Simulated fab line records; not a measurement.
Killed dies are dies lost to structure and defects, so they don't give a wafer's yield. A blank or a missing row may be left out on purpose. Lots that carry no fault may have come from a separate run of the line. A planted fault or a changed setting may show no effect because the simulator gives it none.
2 desks, one fault -- flow rit_cmos -- numbers are kept per desk, each desk with only its own; the story behind them comes last

TOOL OWNER'S DESK, implanter-04
The tool's own readings at RIT_PWELL_IMPLANT_08, given as means over the sampled wafers that have a number, one for each lot that went through this tool. A lot is out of limits, marked OUT, if its mean lies more than 4 standard deviations from the usual mean; the brackets give that distance.
Columns: A = beam_energy_keV at RIT_PWELL_IMPLANT_08, usual 169.99
lot,first seen here,A
L770,day 2 20:34,169.96
L781,day 5 03:46,176.63 (+99 or more) OUT
L782,day 5 07:49,176.62 (+99 or more) OUT
This desk finds L781, L782 out of limits, L781 being first, at day 5 03:46 (beam_energy_keV at RIT_PWELL_IMPLANT_08). In limits: L770.

AT THE METROLOGY DESK
What the gauges read, lot by lot, whatever tool the lot ran on: means of the sampled wafers that have a number. A lot is out of limits, marked OUT, if its mean lies more than 4 standard deviations from the usual mean; the brackets give that distance.
Columns: A = NWELL_TW at RIT_NWELL_TW_MEAS_10, usual 2129; B = PWELL_OVL at RIT_PWELL_OVL_MEAS_06, usual -0.4 nm
lot,first seen here,A,B
L766,day 1 22:23,2115,-0.4
L770,day 2 19:20,2121,-1.5
L781,day 5 02:23,2130,-2.2
L782,day 5 06:24,2132,-1.0
L785,day 5 21:37,2127,-2.5
L786,day 6 01:15,2112,-3.1
Result from this desk: across the 6 lots, nothing is out of limits.

ALL TOGETHER
The tool owner's desk had the chance to raise an alarm at day 5 03:46 on L781, L782.
Metrology desk: nothing out of limits seen.
The metrology desk has L781, L782 on record, within its limits.
Of the lots named, all ran RIT_PWELL_IMPLANT_08 on implanter-04.

WHAT HAD BEEN PUT IN BY THE SIMULATOR
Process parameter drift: implanter-04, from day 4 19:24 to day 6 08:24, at RIT_PWELL_IMPLANT_08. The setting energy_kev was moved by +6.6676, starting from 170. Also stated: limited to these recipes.
Lots struck among those shown: L781, L782.
Delay in hours, fault start to first out-of-limits reading, by desk: the tool owner's desk at 8.
